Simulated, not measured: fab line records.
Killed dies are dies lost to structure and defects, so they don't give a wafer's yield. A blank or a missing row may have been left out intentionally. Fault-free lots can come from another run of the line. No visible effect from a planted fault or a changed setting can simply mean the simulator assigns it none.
Matching of chambers ; flow rit-cmos ; 4 sister chambers for RIT_GATE_ETCH_19 on rie-si-01
The step etches poly-Si in SF6/CHF3/O2, stops on SiO2, time 165 s, target depth 312.5 nm. 14 wafers are shown with their chamber, then 7 later ones without.

## EACH WAFER AND ITS CHAMBER
wafer;chamber;drypump-motor-current-A (A);throttle-valve-pct (%);oes-product-au (a.u.)
L346.2;0;6.7;10.29;0.828
L346.3;1;5.9;10.37;0.857
L346.5;0;6.7;10.27;0.839
L348.2;3;6.8;10.07;0.860
L348.4;0;6.7;10.28;0.838
L348.5;2;5.3;10.22;0.853
L352.2;2;5.3;10.22;0.842
L352.3;1;5.8;10.37;0.865
L352.6;3;6.8;10.07;0.866
L360.2;2;5.3;10.23;0.851
L360.3;1;5.9;10.37;0.864
L360.5;1;5.8;10.38;0.865
L362.1;1;5.9;10.37;0.863
L362.3;2;5.4;10.23;0.845

SIGNATURES (means of the wafers above)
reading;chamber 0;chamber 1;chamber 2;chamber 3;scatter within a chamber
drypump-motor-current-A;6.700;5.860;5.325;6.800;0.0442
throttle-valve-pct;10.2800;10.3720;10.2250;10.0700;0.00616
oes-product-au;0.83500;0.86280;0.84775;0.86300;0.00464
Rule: a wafer lies at a distance from a chamber equal to the root of the sum of squares, over the readings, of (its reading less the chamber's mean, divided by the reading's scatter). The wafer belongs to the nearest chamber; if the next one is less than 2 further off, it can't be placed. The scatter is the square root of a quotient: the sum, over the shown wafers, of each reading's squared deviation from its chamber's mean, divided by wafers minus chambers.

## WAFERS MISSING THEIR CHAMBER
wafer;drypump-motor-current-A (A);throttle-valve-pct (%);oes-product-au (a.u.)
L362.4;6.7;10.27;0.843
L366.1;5.9;10.36;0.860
L366.2;6.7;10.27;0.830
L366.5;5.3;10.22;0.840
L368.1;5.8;10.38;0.868
L368.5;5.3;10.21;0.857
L368.6;5.9;10.37;0.862

## WHICH CHAMBER EACH ONE RAN IN
wafer;from the rows above;in truth
L362.4;0;0
L366.1;1;1
L366.2;0;0
L366.5;2;2
L368.1;1;1
L368.5;2;2
L368.6;1;1
Correctly placed: 7 of 7. Can't be placed from these rows: 0. Wrongly placed: 0.
